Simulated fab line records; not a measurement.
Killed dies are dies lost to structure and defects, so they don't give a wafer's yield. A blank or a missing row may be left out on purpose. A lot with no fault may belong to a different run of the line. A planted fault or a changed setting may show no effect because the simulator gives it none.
2 desks, one fault :: flow berkeley cmos170 :: each desk has only its own numbers; what lay behind them comes last

## AT THE METROLOGY DESK
What the gauges read, lot by lot, whatever tool the lot ran on: means of the sampled wafers that have a number. The brackets show how far a lot's mean lies from the usual mean; more than 4 standard deviations puts the lot out of limits, marked OUT.
Columns: A = CONTACT_PSG_THK at UCB170_CONTACT_THK_MEAS_02, usual 701 nm; B = V1_TEOS_THK at UCB170_V1_THK_MEAS_01, usual 1992 nm; C = cd nm at UCB170_V1_CD_MEAS_12, usual 699.8 nm
lot: L981
first seen here: day 7 20:14
A: 690
B: 1996
C: 699.2

lot: L982
first seen here: day 8 08:52
A: 694
B: 2030
C: 699.0

lot: L985
first seen here: day 8 23:16
A: 694
B: 2003
C: 702.0

lot: L986
first seen here: day 9 01:48
A: 707
B: 1977
C: 699.2

lot: L984
first seen here: day 9 01:49
A: 701
B: 1987
C: 698.6

lot: L987
first seen here: day 9 12:11
A: 698
B: 1960
C: 697.3

lot: L988
first seen here: day 9 12:12
A: 700
B: 1998
C: 699.3

lot: L992
first seen here: day 10 16:35
A: 703
B: 1994
C: 701.6

lot: L994
first seen here: day 10 16:35
A: 701
B: 1977
C: 699.6

lot: L997
first seen here: day 11 09:00
A: 701
B: 2017
C: 698.7

lot: L102
first seen here: day 12 12:22
A: 707
B: 2084
C: 701.8

lot: L103
first seen here: day 12 12:22
A: 710
B: 2005
C: 700.8

lot: L104
first seen here: day 13 07:18
A: 706
B: 1979
C: 700.8
Result from this desk: across the 13 lots, nothing is out of limits.

## AT THE TOOL OWNER'S DESK: pecvd-04
The tool's own readings at UCB170_V1_CVD_00 (deposits SiO2 from TEOS/O2, target thk 2000 nm, time 250 s): means of the sampled wafers that have a number, for each lot that ran on this tool. The brackets show how far a lot's mean lies from the usual mean; more than 4 standard deviations puts the lot out of limits, marked OUT.
Columns: A = heater power w at UCB170_V1_CVD_00, usual 259 W; B = run length s at UCB170_V1_CVD_00, usual 277.8 s
lot: L982
first seen here: day 8 15:00
A: 188
B: 277.5

lot: L985
first seen here: day 9 05:15
A: 198
B: 277.5

lot: L988
first seen here: day 9 20:37
A: 170
B: 277.8

lot: L102
first seen here: day 12 20:46
A: 194
B: 288.5 (+27) OUT
This desk finds L102 out of limits, L102 being first, at day 12 20:46 (run length s at UCB170_V1_CVD_00). L982, L985, L988 stayed within limits.

## ALL TOGETHER
The tool owner's desk had the chance to raise an alarm at day 12 20:46 on L102.
Metrology desk: nothing out of limits seen.
The metrology desk holds a record of L102, inside its limits.
UCB170_V1_CVD_00 was run on pecvd-04 by each of the lots named.

## WHAT THE SIMULATOR PUT IN
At UCB170_V1_CVD_00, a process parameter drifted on pecvd-04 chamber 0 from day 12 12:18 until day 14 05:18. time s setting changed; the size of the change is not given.
Shown lots that were struck: L102.
Time in hours from fault onset to the first out-of-limits reading at each desk: the tool owner's desk, 8.
